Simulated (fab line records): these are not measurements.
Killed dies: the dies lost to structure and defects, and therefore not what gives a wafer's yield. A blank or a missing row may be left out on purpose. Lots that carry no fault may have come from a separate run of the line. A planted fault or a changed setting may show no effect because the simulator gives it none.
Which tool is to blame?	flow berkeley_cmos170	13 lots, 39 wafers sampled, at 4 steps of a route of 331

## WHAT THE GAUGES SHOWED, per wafer
UCB170_PWELL_OVL_MEAS_13. Usual: for PWELL_OVL the level is -1 nm and the standard deviation is 5.3.
lot	measured	on	PWELL_OVL (nm)	flag
L418	day 3 09:14	overlay-01	4 4 0	
L420	day 4 07:20	overlay-01	8 6 13	
L421	day 4 11:22	overlay-02	1 -8 -7	
L422	day 4 12:05	overlay-02	2 2 3	
L423	day 4 14:00	overlay-02	-8 -2 -8	
L424	day 4 13:56	overlay-01	-4 -2 1	
L425	day 4 14:01	overlay-01	-7 -4 -12	
L426	day 4 23:31	overlay-01	-9 -7 -7	
L428	day 5 09:41	overlay-01	0 3 -3	
L434	day 6 10:58	overlay-02	5 1 0	
L438	day 7 08:15	overlay-02	4 -3 -7	
L439	day 7 08:19	overlay-01	5 5 6	
L440	day 7 22:29	overlay-01	0 -6 1	

UCB170_SACOX_THK_MEAS_02. Usual: for SACOX_OXIDE_THK the level is 14.8 nm and the standard deviation is 0.35.
lot	measured	on	SACOX_OXIDE_THK (nm)	flag
L418	day 5 21:31	film_metro-01	14.8 14.7 14.6	
L420	day 6 19:48	film_metro-03	14.9 14.9 14.8	
L421	day 6 19:46	film_metro-01	15.3 15.1 15.0	
L422	day 6 19:48	film_metro-01	15.1 15.1 15.1	
L423	day 6 19:46	film_metro-03	15.0 14.7 14.8	
L424	day 6 19:48	film_metro-04	15.1 15.4 15.2	
L425	day 6 19:45	film_metro-04	15.0 15.0 14.8	
L426	day 7 13:40	film_metro-04	14.8 15.1 14.9	
L428	day 7 21:05	film_metro-04	15.1 15.1 15.0	
L434	day 9 00:40	film_metro-04	15.1 15.2 15.2	
L438	day 9 20:34	film_metro-01	14.1 14.0 13.8	
L439	day 9 20:34	film_metro-04	14.0 14.2 14.2	
L440	day 10 09:39	film_metro-04	14.2 14.5 14.5	

## WHAT TOOL EACH LOT RAN ON (gives the tool, then ch and the chambers of the sampled wafers, and finally the start)
lot	UCB170_NWELL_ETCH_13	UCB170_NWELL_STRIP_15
L418	rie_diel-01 ch 1,2,3, day 2 12:39	plasma_asher-03 ch 0,1, day 2 12:54
L420	rie_diel-02 ch 0,2,3, day 3 05:40	plasma_asher-03 ch 0,1, day 3 05:55
L421	rie_diel-01 ch 1,2,3, day 3 11:17	plasma_asher-03 ch 0,1, day 3 11:34
L422	rie_diel-03 ch 0,2,3, day 3 11:29	plasma_asher-03 ch 0,1, day 3 11:44
L423	rie_diel-02 ch 2,3, day 3 18:14	plasma_asher-02 ch 0,1, day 3 18:31
L424	rie_diel-01 ch 0,1, day 3 20:16	plasma_asher-01 ch 0, day 3 20:31
L425	rie_diel-02 ch 0,2, day 3 21:26	plasma_asher-03 ch 0,1, day 3 21:41
L426	rie_diel-03 ch 1,2,3, day 4 03:58	plasma_asher-01 ch 0,1, day 4 04:13
L428	rie_diel-01 ch 1,2,3, day 4 13:26	plasma_asher-01 ch 0,1, day 4 13:41
L434	rie_diel-02 ch 0,1,3, day 5 15:59	plasma_asher-01 ch 0,1, day 5 16:14
L438	rie_diel-02 ch 0,2, day 6 15:35	plasma_asher-01 ch 0,1, day 6 15:50
L439	rie_diel-03 ch 0,1,3, day 6 15:55	plasma_asher-03 ch 0,1, day 6 16:11
L440	rie_diel-02 ch 0,1, day 7 02:31	plasma_asher-02 ch 0,1, day 7 02:46
- UCB170_NWELL_ETCH_13: etches Si3N4 in CH3F/Ar/O2, stops on SiO2, target depth 246.4 nm, time 154 s.
- UCB170_NWELL_STRIP_15: strips in O2.

## AS READ BY THE TOOLS THEMSELVES (means over the sampled wafers that have a number; for cases with no such wafer, the mark the record gives instead)
UCB170_NWELL_ETCH_13. Usual: drypump_motor_current_A 5.7 A, standard deviation 0.58; oes_product_au 0.941 a.u., standard deviation 0.017; throttle_valve_pct 8.10 %, standard deviation 0.14.
lot	tool	drypump_motor_current_A (A)	oes_product_au (a.u.)	throttle_valve_pct (%)	flag
L418	rie_diel-01	5.5	0.934	8.03	
L420	rie_diel-02	5.5	0.958	8.05	
L421	rie_diel-01	5.5	0.926	8.03	
L422	rie_diel-03	5.9	0.953	8.24	
L423	rie_diel-02	5.9	0.943	8.06	
L424	rie_diel-01	5.8	0.908	7.99	
L425	rie_diel-02	5.2	0.949	8.03	
L426	rie_diel-03	5.9	0.954	8.22	
L428	rie_diel-01	5.5	0.926	8.03	
L434	rie_diel-02	5.8	0.948	8.14	
L438	rie_diel-02	5.3	0.951	8.00	
L439	rie_diel-03	6.1	0.952	8.22	
L440	rie_diel-02	5.8	0.949	8.19	

UCB170_NWELL_STRIP_15. Usual: drypump_motor_current_A 5.5 A, standard deviation 0.53; oes_product_au 0.721 a.u., standard deviation 0.0045; strip_time_to_endpoint_s 18.02 s, standard deviation 0.076.
lot	tool	drypump_motor_current_A (A)	oes_product_au (a.u.)	strip_time_to_endpoint_s (s)	flag
L418	plasma_asher-03	5.6	0.724	18.00	
L420	plasma_asher-03	5.6	0.721	18.02	
L421	plasma_asher-03	5.4	0.721	18.00	
L422	plasma_asher-03	5.3	0.721	18.01	
L423	plasma_asher-02	5.4	0.719	18.08	
L424	plasma_asher-01	5.6	0.717	18.02	
L425	plasma_asher-03	5.6	0.719	18.04	
L426	plasma_asher-01	5.4	0.722	17.96	
L428	plasma_asher-01	5.4	0.722	17.41	OFF
L434	plasma_asher-01	5.4	0.720	18.05	
L438	plasma_asher-01	5.4	0.722	18.16	
L439	plasma_asher-03	5.3	0.720	17.87	
L440	plasma_asher-02	5.4	0.718	17.98	

## THE ANSWER, worked out from the rows above alone
Rule: a lot is off if the mean of its wafers that have a number lies more than 3 standard deviations from the usual mean. A lot without any number at a reading at which 4 lots or more have one is off too. Where the step has rows for the other lots, those lots are counted as sound. After the gauges, taken in route order, come the tools' own readings; for these a lot's mean is taken, as printed above. At the first step where some lot is off, the reading lying furthest off is the one used; lots without a number count as furthest.
Off: L428, at UCB170_NWELL_STRIP_15 (strip_time_to_endpoint_s).
A tool fits if, at that step or a process step before it, it ran every lot that is off, and no sound lot after the first of them. One candidate fits, namely rie_diel-01 at UCB170_NWELL_ETCH_13. A fault onset in the window from L424 (day 3 20:16, its last sound lot) to L428 (day 4 13:26, its first lot off) fits.

## WHAT HAD BEEN PUT IN BY THE SIMULATOR
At UCB170_NWELL_ETCH_13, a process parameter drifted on rie_diel-01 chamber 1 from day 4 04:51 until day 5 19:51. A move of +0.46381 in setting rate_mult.
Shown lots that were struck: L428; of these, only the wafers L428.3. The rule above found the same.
